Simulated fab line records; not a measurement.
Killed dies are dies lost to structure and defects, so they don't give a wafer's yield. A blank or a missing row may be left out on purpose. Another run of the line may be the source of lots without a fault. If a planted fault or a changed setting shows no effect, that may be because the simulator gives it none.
Struck lot and sound lot, side by side :: flow berkeley-cmos170 :: 38 out of 331 route steps
Sound: wafers L651.1, L651.2, L651.6. The struck wafers were L662.1, L662.2, L662.3. At the end, the cause is stated.
Per side, at each step with rows, come the tool, then ch with its chambers, and then its first start. Under that, the readings that differ: sound wafers :: struck wafers :: difference of the means :: sigmas: that difference in standard deviations of wafers without a fault.
alike: readings whose means differ by less than 2 such deviations, and words and numbers that are the same on both sides. not compared: withheld readings, readings that some wafer has no value for, bounds like >300 that may hide the same value, and numbers for which the record gives no deviation and whose values overlap.
The two part at a step that has a row with sigmas, a row that says differs or no value, or rows on one side only. Numbers that don't overlap but have no deviation are shown without sigmas and don't part them. A reading missing from all wafers of one side parts the sides only when that side holds two or more wafers.

UCB170_SPACER_CVD_00: deposits SiO2 from TEOS/O2, target thk 376 nm, time 47 s.
  sound on pecvd-03 ch 0,1,2, day 7 11:11; struck on pecvd-02 ch 0,1,2, day 9 21:17
  alike: heater-power-w, rf-fwd-power-W
UCB170_SPACER_THK_MEAS_01:
  sound: film-metro-03 at day 7 11:13; struck: film-metro-03 at day 9 21:20
  alike: SPACER_TEOS_THK
then, 8 steps without rows for these wafers: UCB170_SPACER_ANNEAL_02 (time 1800 s); UCB170_SPACER_ETCHBACK_03 (etches SiO2 in CHF3/CF4/Ar, stops on Si, target depth 376 nm, time 100 s); UCB170_PSD_HMDS_00 (prime time 60 s); UCB170_PSD_COAT_01 (resist thk 900 nm); UCB170_PSD_SOFTBAKE_02 (time 60 s); UCB170_PSD_EXPOSE_03 (exposes mask PSELECT MOD, target cd 1200 nm); UCB170_PSD_PEB_04; UCB170_PSD_DEVELOP_05 (develop time 45 s).
UCB170_PSD_CD_MEAS_06 targets a cd of 1200 nm.
  sound: cd-sem-02 at day 7 20:14; struck: cd-sem-02 at day 10 02:46
  alike: cd-nm
UCB170_PSD_OVL_MEAS_07:
  sound: overlay-02 at day 7 20:22; struck: overlay-01 at day 10 02:53
  alike: PSD_OVL
UCB170_PSD_IMPLANT_08:
  sound on implanter-04 ch 0, day 7 20:23; struck on implanter-01 ch 0, day 10 02:55
reading: dose-ions-cm2
sound: 2.995e+15 2.995e+15 2.995e+15
struck: 2.728e+15 2.725e+15 2.726e+15
difference: -2.687e+14
sigmas: -79

reading: faraday-current-uA
sound: 9542 9353 9698
struck: 8380 8465 8666
difference: -1027
sigmas: -6
UCB170_PSD_STRIP_09: strips in O2.
  sound on plasma-asher-04 ch 0,1, day 7 20:32; struck on plasma-asher-04 ch 0,1, day 10 03:04
reading: strip-time-to-endpoint-s (s)
sound: 29.19 29.29 29.22
struck: 28.18 28.19 28.25
difference: -1.03
sigmas: -12
  alike: drypump-motor-current-A, oes-product-au
  not compared: rf-hours-counter-h
UCB170_PSD_TW_MEAS_10:
  sound: film-metro-03 at day 7 20:38; struck: film-metro-03 at day 10 03:10
reading: PSD_TW
sound: 2302 2293 2310
struck: 2233 2235 2219
difference: -73
sigmas: -2
then, 7 steps without rows for these wafers: UCB170_PSD_CLEAN_11 (cleans in SPM, time 600 s); UCB170_NSD_HMDS_00 (prime time 60 s); UCB170_NSD_COAT_01 (resist thk 900 nm); UCB170_NSD_SOFTBAKE_02 (time 60 s); UCB170_NSD_EXPOSE_03 (exposes mask NSELECT MOD, target cd 1200 nm); UCB170_NSD_PEB_04; UCB170_NSD_DEVELOP_05 (develop time 45 s).
UCB170_NSD_CD_MEAS_06 targets a cd of 1200 nm.
  sound: cd-sem-01 at day 7 22:05; struck: cd-sem-02 at day 10 05:18
  alike: cd-nm
UCB170_NSD_OVL_MEAS_07:
  sound: overlay-02 at day 7 22:13; struck: overlay-01 at day 10 05:25
reading: NSD_OVL (nm)
sound: 2 5 3
struck: -8 -8 -12
difference: -13
sigmas: -2
next, for these wafers, 1 step has no rows: UCB170_NSD_IMPLANT_08.
UCB170_NSD_STRIP_09: strips in O2.
  sound on plasma-asher-04 ch 0,1, day 7 22:24; struck on plasma-asher-01 ch 0,1, day 10 05:37
  alike: drypump-motor-current-A, oes-product-au, strip-time-to-endpoint-s
  not compared: rf-hours-counter-h
UCB170_NSD_TW_MEAS_10:
  sound: film-metro-02 at day 7 22:30; struck: film-metro-04 at day 10 05:43
reading: NSD_TW
sound: 4140 4147 4118
struck: 4238 4254 4272
difference: +120
sigmas: +2
then, 4 steps without rows for these wafers: UCB170_NSD_CLEAN_11 (cleans in SPM, time 600 s); UCB170_BACKSIDE_HMDS_00 (prime time 60 s); UCB170_BACKSIDE_COAT_01 (resist thk 900 nm); UCB170_BACKSIDE_SOFTBAKE_02 (time 60 s).
UCB170_BACKSIDE_STRIP_03: strips in O2.
  sound on plasma-asher-02 ch 0,1, day 7 23:21; struck on plasma-asher-03 ch 0,1, day 10 06:26
reading: drypump-motor-current-A (A)
sound: 6.6 6.2 6.6
struck: 6.0 4.7 4.7
difference: -1.3
sigmas: -2
  alike: oes-product-au, strip-time-to-endpoint-s
  not compared: rf-hours-counter-h
then, 1 step without rows for these wafers: UCB170_BACKSIDE_CLEAN_04 (cleans in SPM, time 600 s).
UCB170_SDANNEAL_RTA_00: time 10 s.
  sound on rtp-anneal-01 ch 0, day 7 23:38; struck on rtp-anneal-02 ch 0, day 10 07:02
reading: lamp-power-pct (%)
sound: 25.3 25.4 25.4
struck: 28.6 28.7 28.6
difference: +3.3
sigmas: +2
  alike: anneal-temp-c-max, wafer_temp_C_max
UCB170_SDANNEAL_RTA_01: time 5 s.
  sound on rtp-anneal-01 ch 0, day 7 23:43; struck on rtp-anneal-02 ch 0, day 10 07:07
reading: lamp-power-pct (%)
sound: 39.1 39.1 39.2
struck: 44.2 44.2 44.2
difference: +5.1
sigmas: +2
  alike: anneal-temp-c-max, wafer_temp_C_max
UCB170_SDANNEAL_RS_MEAS_02: measures by four-point-probe.
  sound: film-metro-04 at day 7 23:46; struck: film-metro-03 at day 10 07:32
reading: PSD_RS (ohm/sq)
sound: 75.9 76.1 76.2
struck: 81.8 81.9 81.8
difference: +5.8
sigmas: +17
  not compared: hold
UCB170_SDANNEAL_RS_MEAS_03: measures by four-point-probe.
  sound: film-metro-04 at day 7 23:53; struck: film-metro-03 at day 10 10:53
reading: hold
sound: - - -
struck: await-dispo/3.2h/release await-dispo/3.2h/release await-dispo/3.2h/release
difference: no value on the sound wafers
sigmas: 
  alike: NSD_RS
UCB170_M3_PROBE_99:
  record: rows for the struck wafers here (prober-02, day 11 13:03), none for the sound ones

== WHERE THEY PART ==
At UCB170_PSD_IMPLANT_08 first; at UCB170_M3_PROBE_99 last (within this record only).

WHY: whatever the simulator had introduced
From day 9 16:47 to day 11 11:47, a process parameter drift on implanter-01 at UCB170_PSD_IMPLANT_08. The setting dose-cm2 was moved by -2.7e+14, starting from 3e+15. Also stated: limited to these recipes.
